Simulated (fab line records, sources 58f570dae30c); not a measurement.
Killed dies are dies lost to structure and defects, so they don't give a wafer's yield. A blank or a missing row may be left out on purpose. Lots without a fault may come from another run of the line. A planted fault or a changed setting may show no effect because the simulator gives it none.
Tool commonality check | flow berkeley_cmos170 | 14 lots, 42 wafers sampled

WHY IT WAS OPENED
At UCB170_PVT_TW_MEAS_09 the reading PVT_TW is flagged on 2 of 14 lots. Wafers without a fault read 505, standard deviation 3.2.
Rule: a lot is flagged when every wafer of it that has a number lies more than 4 standard deviations from that mean, or none has a number. The other lots count as sound.

lot  | measured    | on            | PVT_TW, wafer by wafer | flag
L702 | day 5 10:35 | film_metro-03 | 511 512 513            |
L703 | day 6 01:46 | film_metro-04 | 508 506 508            |
L705 | day 6 05:57 | film_metro-01 | 500 500 502            |
L706 | day 6 09:11 | film_metro-01 | 499 500 499            |
L708 | day 6 18:16 | film_metro-03 | 502 505 504            |
L707 | day 6 18:19 | film_metro-04 | 506 505 507            |
L710 | day 7 09:53 | film_metro-03 | 506 506 507            |
L716 | day 8 04:42 | film_metro-03 | 431 430 431            | FLAGGED
L718 | day 8 12:58 | film_metro-03 | 429 430 430            | FLAGGED
L721 | day 9 09:03 | film_metro-04 | 506 505 504            |
L722 | day 9 09:07 | film_metro-01 | 503 502 502            |
L719 | day 9 09:51 | film_metro-01 | 501 501 503            |
L724 | day 9 17:13 | film_metro-04 | 505 504 506            |
L725 | day 9 23:20 | film_metro-04 | 506 504 503            |
The numbers of the flagged lots are 430 on average: -75 against the usual, or -23 standard deviations.

WHICH TOOL RAN EACH LOT
The record holds 2 process steps before the reading, out of a route of 331 steps. In each cell: the tool, then ch and the chambers that the sampled wafers went through, then the start.
lot  | flag    | UCB170_ACTIVE_STRIP_16              | UCB170_PVT_IMPLANT_07
L702 |         | plasma_asher-01 ch 0,1, day 4 06:01 | implanter-03 ch 0, day 5 10:22
L703 |         | plasma_asher-01 ch 0,1, day 4 14:17 | implanter-03 ch 0, day 6 01:32
L705 |         | plasma_asher-01 ch 0,1, day 4 21:31 | implanter-03 ch 0, day 6 05:42
L706 |         | plasma_asher-02 ch 0,1, day 5 01:54 | implanter-01 ch 0, day 6 08:57
L708 |         | plasma_asher-02 ch 0,1, day 5 13:38 | implanter-04 ch 0, day 6 18:03
L707 |         | plasma_asher-04 ch 0,1, day 5 13:19 | implanter-03 ch 0, day 6 18:04
L710 |         | plasma_asher-04 ch 0,1, day 6 04:51 | implanter-01 ch 0, day 7 09:38
L716 | FLAGGED | plasma_asher-01 ch 0,1, day 6 20:31 | implanter-03 ch 0, day 8 04:29
L718 | FLAGGED | plasma_asher-01 ch 0,1, day 7 01:21 | implanter-03 ch 0, day 8 12:44
L721 |         | plasma_asher-04 ch 0,1, day 8 03:04 | implanter-01 ch 0, day 9 08:48
L722 |         | plasma_asher-01 ch 0,1, day 8 03:20 | implanter-04 ch 0, day 9 08:52
L719 |         | plasma_asher-01 ch 0,1, day 8 02:48 | implanter-01 ch 0, day 9 09:36
L724 |         | plasma_asher-04 ch 0, day 8 11:34   | implanter-01 ch 0, day 9 16:58
L725 |         | plasma_asher-04 ch 0,1, day 8 19:06 | implanter-01 ch 0, day 9 23:06
What these steps do:
- UCB170_ACTIVE_STRIP_16: strips in O2.
- UCB170_PVT_IMPLANT_07
- UCB170_PVT_TW_MEAS_09

FLAGGED OVER TOTAL, TOOL BY TOOL (the gauges that took the reading come last)
step                   | tool            | lots run | flagged | share of the flagged lots | sound lots run after its first flagged lot
UCB170_ACTIVE_STRIP_16 | plasma_asher-01 | 7        | 2       | all                       | 2 (L719,L722)
UCB170_ACTIVE_STRIP_16 | plasma_asher-02 | 2        | 0       | none                      | -
UCB170_ACTIVE_STRIP_16 | plasma_asher-04 | 5        | 0       | none                      | -
UCB170_PVT_IMPLANT_07  | implanter-01    | 6        | 0       | none                      | -
UCB170_PVT_IMPLANT_07  | implanter-03    | 6        | 2       | all                       | 0
UCB170_PVT_IMPLANT_07  | implanter-04    | 2        | 0       | none                      | -
UCB170_PVT_TW_MEAS_09  | film_metro-01   | 4        | 0       | none                      | -
UCB170_PVT_TW_MEAS_09  | film_metro-03   | 5        | 2       | all                       | 0
UCB170_PVT_TW_MEAS_09  | film_metro-04   | 5        | 0       | none                      | -

WHAT THE TABLE ALLOWS
3 rows of the table ran every flagged lot: plasma_asher-01 at UCB170_ACTIVE_STRIP_16, implanter-03 at UCB170_PVT_IMPLANT_07, film_metro-03 at UCB170_PVT_TW_MEAS_09.
- plasma_asher-01 at UCB170_ACTIVE_STRIP_16: 2 of its 7 lots flagged. Sound lots ran on it after the first flagged one (L719, L722), which a lasting fault on the whole tool wouldn't allow.
- implanter-03 at UCB170_PVT_IMPLANT_07: 2 of its 6 lots flagged. Its last sound lot is L707 (day 6 18:04), its first flagged lot L716 (day 8 04:29): a fault that began between those two fits. Its own readings lie more than 4 standard deviations out on every wafer of the flagged lots: dose_ions_cm2, faraday_current_uA.
- film_metro-03 at UCB170_PVT_TW_MEAS_09: 2 of its 5 lots flagged. Its last sound lot is L710 (day 7 09:53), its first flagged lot L716 (day 8 04:42): a fault that began between those two fits.
Counting lots can't tell these 2 tools apart, because each fits a fault that began at some hour. More lots, or a look at what each step does to the wafer, might.

WHAT THE SIMULATOR HAD PUT IN
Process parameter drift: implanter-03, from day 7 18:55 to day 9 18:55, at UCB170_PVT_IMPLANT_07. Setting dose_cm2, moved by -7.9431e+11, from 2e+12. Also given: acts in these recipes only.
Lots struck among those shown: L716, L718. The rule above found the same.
